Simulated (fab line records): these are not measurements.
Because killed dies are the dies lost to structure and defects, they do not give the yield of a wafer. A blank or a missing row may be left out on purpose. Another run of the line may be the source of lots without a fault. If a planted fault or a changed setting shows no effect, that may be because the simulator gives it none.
What tool caused it?    flow rit_cmos    12 lots with 36 wafers sampled at 2 steps, on a route of 202 steps

## WHAT THE GAUGES READ, wafer by wafer
Not one reading of a measure or inspect step in the record can be checked against a usual standard deviation.

## WHICH TOOL RAN EACH LOT (tool, then ch and the chambers of the sampled wafers, then the start)
lot   RIT_SPACER_CLEAN_02             RIT_M1_PROBE_99
L862  wet_bench-04 ch 3, day 3 04:20  prober-01, day 3 17:18
L863  wet_bench-04 ch 0, day 3 09:55  prober-02, day 3 23:44
L864  wet_bench-04 ch 3, day 3 16:17  prober-01, day 4 05:31
L865  wet_bench-02 ch 0, day 3 21:32  prober-02, day 4 11:06
L866  wet_bench-03 ch 2, day 4 07:26  prober-01, day 4 20:57
L867  wet_bench-02 ch 3, day 4 12:40  prober-02, day 5 02:45
L868  wet_bench-04 ch 1, day 4 15:18  prober-01, day 5 05:27
L869  wet_bench-04 ch 2, day 4 19:11  prober-02, day 5 08:46
L870  wet_bench-02 ch 2, day 4 19:40  prober-01, day 5 11:01
L878  wet_bench-02 ch 0, day 6 08:34  prober-01, day 6 22:50
L879  wet_bench-02 ch 0, day 6 12:07  prober-02, day 7 01:34
L880  wet_bench-02 ch 2, day 6 23:31  prober-01, day 7 12:43
- RIT_SPACER_CLEAN_02: cleans in SC2, time 600 s.
- RIT_M1_PROBE_99

## WHAT THE TOOLS THEMSELVES READ (means of the sampled wafers that have a number; where no wafer has one, the mark that the record gives instead)
RIT_M1_PROBE_99. Usual: killed_at_contacts 0.1, standard deviation 0.37; killed_at_front_end 6.9, standard deviation 2.9; killed_dies 7.1, standard deviation 2.9; killed_open 3.3, standard deviation 1.8; killed_short 3.6, standard deviation 2.2.
lot   tool       killed_at_contacts  killed_at_front_end  killed_dies  killed_open  killed_short  flag
L862  prober-01  0.0                 7.0                  7.0          3.3          3.7           
L863  prober-02  0.0                 9.3                  9.3          3.0          6.3           
L864  prober-01  0.0                 6.0                  6.0          3.7          2.3           
L865  prober-02  0.0                 12.7                 12.7         6.0          6.7           
L866  prober-01  0.0                 5.3                  5.3          2.0          3.3           
L867  prober-02  0.0                 5.3                  5.3          1.7          3.7           
L868  prober-01  0.0                 4.0                  4.0          1.0          3.0           
L869  prober-02  0.3                 7.7                  8.0          2.7          5.3           
L870  prober-01  0.0                 7.7                  7.7          3.0          4.7           
L878  prober-01  0.0                 46.0                 46.0         4.0          2.7           OFF
L879  prober-02  0.0                 49.7                 49.7         2.7          4.0           OFF
L880  prober-01  1.0                 47.0                 48.0         3.3          6.3           OFF

## THE ANSWER, worked out from the rows above alone
Rule: a lot is off if the mean of its wafers that have a number lies more than 3 standard deviations from the usual mean. A lot without any number at a reading at which 4 lots or more have one is off too. Where the step has rows for the other lots, those lots are counted as sound. First the gauges in route order, then the tools' own readings, where a lot's mean is used as printed above. The first step at which some lot is off is used, and at that step the reading that is off furthest; a lot without a number counts as furthest.
Off at RIT_M1_PROBE_99 (killed_at_front_end): L878, L879, L880.
A tool fits if, at that step or a process step before it, it ran every lot that is off, and no sound lot after the first of them. One fits: wet_bench-02 at RIT_SPACER_CLEAN_02. Its last sound lot is L870 (day 4 19:40), its first lot that is off L878 (day 6 08:34): a fault that began between those two fits.

## WHAT THE SIMULATOR PUT IN
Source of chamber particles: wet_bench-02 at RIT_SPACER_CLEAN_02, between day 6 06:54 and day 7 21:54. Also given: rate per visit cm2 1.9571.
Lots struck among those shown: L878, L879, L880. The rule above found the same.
